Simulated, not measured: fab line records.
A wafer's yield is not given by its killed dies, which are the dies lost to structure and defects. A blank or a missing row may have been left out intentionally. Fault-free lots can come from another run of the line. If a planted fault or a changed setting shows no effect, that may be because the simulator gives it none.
Struck lot and sound lot, side by side || flow ritCmos || 44 steps out of a route of 202
Sound: the wafers L208.3, L208.4, L208.6. Wafers L223.2, L223.3, L223.4 were the ones struck. At the end, the cause is stated.
Per side, at each step with rows, come the tool, then ch with its chambers, and then its first start. Under that, the readings that differ: sound wafers || struck wafers || difference of the means || sigmas: that difference in standard deviations of wafers without a fault.
alike: readings with means less than 2 such deviations apart, plus words and numbers identical on both sides. not compared: withheld readings, readings lacking a value on some wafer, bounds such as >300 that could conceal the same value, and numbers that have no deviation in the record and whose values overlap.
The two part at a step that has a row with sigmas, a row that says differs or no value, or rows on one side only. Non-overlapping numbers with no deviation appear without sigmas and do not part them. Lack of a reading on every wafer of one side parts them only where that side has two or more wafers.

first, 1 step without rows for these wafers: RIT_PRETRO_IMPLANT_08.
RIT_PRETRO_STRIP_09: strips in O2, time 180 s.
  sound on plasmaAsher-02 ch 0,1, day 2 18:28; struck on plasmaAsher-04 ch 0,1, day 5 22:05
  alike: drypumpMotorCurrentA
  not compared: rfHoursCounterH
RIT_PRETRO_TW_MEAS_10:
  struck on filmMetro-03, day 5 22:17; sound on filmMetro-02, day 2 18:36
  alike: PRETRO_TW
then, 5 steps without rows for these wafers: RIT_GATE_WET_ETCH_00 (etches SiO2 in BOE, target depth 56 nm, time 60 s); RIT_GATE_CLEAN_01 (cleans in SC1, time 600 s); RIT_GATE_CLEAN_02 (cleans in dHF, time 30 s); RIT_GATE_CLEAN_03 (cleans in SC2, time 600 s); RIT_GATE_CLEAN_04 (cleans in dHF, time 60 s).
RIT_FOX2_THK_MEAS_91:
  struck on filmMetro-03, day 5 22:50; sound on filmMetro-03, day 2 19:06
  alike: FIELD_OXIDE_LEFT_2_THK
then, 2 steps without rows for these wafers: RIT_GATE_OXIDATION_05 (target thk 3 nm, ox time 270 s); RIT_GATE_ANNEAL_06 (time 600 s).
RIT_GATE_THK_MEAS_07:
  struck on filmMetro-02, day 6 00:31; sound on filmMetro-03, day 2 21:02
  alike: GATE_OXIDE_THK
RIT_GATE_CVD_08: deposits poly-Si from SiH4, target thk 250 nm, time 2220 s.
  sound on lpcvd-02 ch 1, day 2 21:04; struck on lpcvd-02 ch 1, day 6 00:34
{"reading": "model.poly-Si_of_GATE_CVD_08.thkNm (nm)", "sound": "252.9 252.2 250.7", "struck": "193.7 194.5 194.6", "difference": -57.7, "sigmas": ""}
  alike: zonePowerSourcePct
RIT_GATE_THK_MEAS_09:
  struck on filmMetro-03, day 6 02:11; sound on filmMetro-04, day 2 22:42
{"reading": "GATE_POLY_THK (nm)", "sound": "253.0 252.1 250.8", "struck": "193.8 194.4 194.7", "difference": -57.7, "sigmas": -24}
then, 6 steps without rows for these wafers: RIT_GATE_HMDS_10 (prime time 60 s); RIT_GATE_COAT_11 (resist thk 850 nm); RIT_GATE_SOFTBAKE_12 (time 60 s); RIT_GATE_EXPOSE_13 (exposes mask M6, target cd 150 nm); RIT_GATE_PEB_14; RIT_GATE_DEVELOP_15 (develop time 52.32 s).
RIT_GATE_CD_MEAS_16: the cd target is 150 nm.
  struck on cdSem-02, day 6 03:17; sound on cdSem-02, day 2 23:47
{"reading": "cdNm (nm)", "sound": "149.8 148.7 148.3", "struck": "155.6 153.3 154.8", "difference": "+5.6", "sigmas": "+2"}
RIT_GATE_OVL_MEAS_17:
  struck on overlay-01, day 6 03:23; sound on overlay-01, day 2 23:52
  alike: GATE_OVL
then, 1 step without rows for these wafers: RIT_GATE_HARDBAKE_18 (time 60 s).
RIT_GATE_ETCH_19: etches poly-Si in SF6/CHF3/O2, stops on SiO2, time 165 s, target depth 312.5 nm.
  sound on rieSi-02 ch 0,2, day 3 00:03; struck on rieSi-01 ch 0,1,2, day 6 03:41
{"reading": "oesProductAu (a.u.)", "sound": "0.851 0.831 0.836", "struck": "0.719 0.716 0.704", "difference": -0.126, "sigmas": -10}
{"reading": "model.GATE.featureDepthNm (nm)", "sound": "252.9 252.2 250.7", "struck": "193.7 194.5 194.6", "difference": -57.7, "sigmas": ""}
{"reading": "model.etch.depthNm (nm)", "sound": "252.9 252.2 250.7", "struck": "193.7 194.5 194.6", "difference": -57.7, "sigmas": ""}
  alike: drypumpMotorCurrentA, throttleValvePct
  not compared: rfHoursCounterH
RIT_GATE_STRIP_20: strips in O2, time 180 s.
  sound on plasmaAsher-03 ch 0,1, day 3 00:13; struck on plasmaAsher-03 ch 0,1, day 6 03:48
  alike: drypumpMotorCurrentA
  not compared: rfHoursCounterH
RIT_GATE_CD_MEAS_90: the cd target is 150 nm.
  struck on cdSem-02, day 6 03:59; sound on cdSem-01, day 3 00:22
{"reading": "cdNm (nm)", "sound": "149.6 148.7 148.2", "struck": "156.0 153.4 155.1", "difference": "+6.0", "sigmas": "+3"}
then, 4 steps without rows for these wafers: RIT_REOX_CLEAN_00 (cleans in SC1, time 600 s); RIT_REOX_CLEAN_01 (cleans in dHF, time 30 s); RIT_REOX_CLEAN_02 (cleans in SC2, time 600 s); RIT_REOX_OXIDATION_03 (target thk 25.2 nm, ox time 5580 s).
RIT_REOX_THK_MEAS_04:
  struck on filmMetro-01, day 6 07:03; sound on filmMetro-04, day 3 04:14
  alike: REOX_OXIDE_THK
then, 6 steps without rows for these wafers: RIT_NLDD_HMDS_00 (prime time 60 s); RIT_NLDD_COAT_01 (resist thk 1000 nm); RIT_NLDD_SOFTBAKE_02 (time 60 s); RIT_NLDD_EXPOSE_03 (exposes mask M7, target cd 40700 nm); RIT_NLDD_PEB_04; RIT_NLDD_DEVELOP_05 (develop time 50 s).
RIT_NLDD_OVL_MEAS_06:
  struck on overlay-01, day 6 07:58; sound on overlay-01, day 3 05:20
  alike: NLDD_OVL
then, 2 steps without rows for these wafers: RIT_NLDD_HARDBAKE_07 (time 60 s); RIT_NLDD_IMPLANT_08.
RIT_NLDD_STRIP_09: strips in O2, time 180 s.
  sound on plasmaAsher-02 ch 0,1, day 3 05:43; struck on plasmaAsher-01 ch 0,1, day 6 08:17
  alike: drypumpMotorCurrentA
  not compared: rfHoursCounterH
RIT_NLDD_TW_MEAS_10:
  struck on filmMetro-04, day 6 08:28; sound on filmMetro-01, day 3 05:52
  alike: NLDD_TW
RIT_SDANNEAL_CLEAN_02: cleans in SC2, time 600 s.
  sound on wetBench-04 ch 0, day 3 12:53; struck on wetBench-03 ch 3, day 6 16:01
{"reading": "model.poly-Si_of_GATE_CVD_08.thkNm (nm)", "sound": "166 164.3 164.3", "struck": "105.5 109.2 107.7", "difference": -57.4, "sigmas": ""}
RIT_M1_PROBE_99:
  struck on prober-02, day 6 23:43; sound on prober-01, day 3 20:46
{"reading": "model.etest.pmosTurned.rOnOhmUm", "sound": "3411 3469 3308", "struck": "2882 2822 3058", "difference": -475, "sigmas": ""}
{"reading": "model.etest.nmos_0p3.rOnOhmUm", "sound": "2122 2157 2080", "struck": "2068 2030 2070", "difference": -64, "sigmas": ""}
{"reading": "model.etest.nmosTurned.driveUaUm", "sound": "324.3 321 337.5", "struck": "420.9 420.7 396.3", "difference": "+85.0", "sigmas": ""}
{"reading": "model.etest.pmosTurned.driveUaUm", "sound": "190.9 187.1 197.4", "struck": "250.8 247.2 227.6", "difference": "+50.1", "sigmas": ""}
{"reading": "model.etest.nmosNarrow.driveUaUm", "sound": "220.3 217.8 229", "struck": "245.4 244.4 241.1", "difference": "+21.3", "sigmas": ""}
  alike: killedAtContacts, killedAtFrontEnd, killedDies, killedOpen, killedShort
  not compared: model.etest.nmos_0p15.rOnOhmUm, model.etest.nmos_0p15.driveUaUm, model.etest.pmos_0p15.driveUaUm

## WHERE THEY PART
First at RIT_GATE_THK_MEAS_09; last, within this record, at RIT_GATE_CD_MEAS_90. Later steps at which nothing parts them and some readings are alike: RIT_REOX_THK_MEAS_04, RIT_NLDD_OVL_MEAS_06, RIT_NLDD_STRIP_09, RIT_NLDD_TW_MEAS_10, RIT_M1_PROBE_99.

WHY: what the simulator had put in
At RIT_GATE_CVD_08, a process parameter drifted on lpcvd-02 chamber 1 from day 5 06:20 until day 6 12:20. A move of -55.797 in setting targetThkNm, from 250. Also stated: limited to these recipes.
